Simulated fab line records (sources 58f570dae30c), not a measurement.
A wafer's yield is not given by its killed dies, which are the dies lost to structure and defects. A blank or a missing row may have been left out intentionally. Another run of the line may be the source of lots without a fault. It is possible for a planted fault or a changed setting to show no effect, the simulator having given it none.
Problem report, 8D (eight disciplines) form, completed by code + flow berkeley_cmos170 + the parts of the form that need people (team, actions taken, sign-off) are left out

## 1. THE ISSUE
Wafers without a fault read 84.7 s, standard deviation 0.58; run_length_s at UCB170_GATE_ETCH_15 reads a mean of 88.2 s on 2 wafers belonging to 2 lots. That puts it +6.0 standard deviations away from the usual mean.
The step: etches poly-Si in HBr/Cl2, stops on SiO2, time 56.3 s, target depth 278.2 nm.
Earliest sighting: wafer L871.4 on rie_si-01 at day 9 01:23. At this step, 18 wafers from 6 lots have a number in the record. The rule behind "out" and "out of limits": a value lying over 4 standard deviations away from the usual mean. The rest of the wafers with a number are treated as sound.

## 2. WHAT IT IS; WHAT IT IS NOT
| question                    | is               | is not                                                                         |
|-----------------------------|------------------|--------------------------------------------------------------------------------|
| which readings at this step | run_length_s     | chamber_pressure_mTorr, drypump_motor_current_A, throttle_valve_pct            |
| which lots                  | L871, L872       | L858, L860, L876, L879                                                         |
| which wafers of those lots  | L871.4, L872.6   | L871.3, L871.6, L872.1, L872.2                                                 |
| read on which tools         | rie_si-01        | rie_si-02                                                                      |
| when                        | from day 9 01:23 | up to then (8 sound wafers); but 8 sound wafers of L872, L876, L879 came after |

## 3. WHAT RULES OUT EACH SUSPECT
Counting: a tool at a process step up to the reading stays a suspect if it ran every lot that is out. Sound lots after the first of them don't rule it out here, since some wafers of a struck lot are sound.
- rie_si-01 at UCB170_GATE_ETCH_15 (etches poly-Si in HBr/Cl2, stops on SiO2, time 56.3 s, target depth 278.2 nm): kept. It ran every lot that is out, first L871 (day 9 01:23); its last sound lot up to then is L860 (day 7 09:04). Its own run_length_s readings are out on those wafers.
- In rie_si-01 at UCB170_GATE_ETCH_15, the wafers that are out were processed in chamber 3 and their sound lot-mates in chambers 0, 1, 2.
After counting, what remains is rie_si-01 at UCB170_GATE_ETCH_15.

## 4. THE CAUSE (what the simulator had put in)
rie_si-01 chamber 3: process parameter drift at UCB170_GATE_ETCH_15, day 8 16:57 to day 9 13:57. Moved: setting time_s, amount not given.
Only this tool survived the counting.

## 5. THE EFFECT CHAIN, in route order
One row per reading whose mean, taken over the struck wafers that have a number, lies over 3 standard deviations from the usual. Only readings for which the record gives a usual standard deviation are gone through. hours: the time from each lot's start at the first step in this table that gives one to its start at this step, as a median over the lots. sigmas: the change in usual standard deviations.
| hours | step                | reading        | usual      | on struck wafers | change | sigmas |
|-------|---------------------|----------------|------------|------------------|--------|--------|
| 0     | UCB170_GATE_ETCH_15 | oes_product_au | 0.830 a.u. | 0.782            | -0.048 | -3.2   |
| 0     | UCB170_GATE_ETCH_15 | run_length_s   | 84.7 s     | 88.2             | +3.5   | +6.0   |
It contains these process steps:
- UCB170_GATE_ETCH_15: etches poly-Si in HBr/Cl2, stops on SiO2, time 56.3 s, target depth 278.2 nm.

## 6. HOW IT WOULD HAVE BEEN CAUGHT EARLIER
The fault began at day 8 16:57; the first out-of-limits reading in this record came at day 9 01:23, 8 hours later.
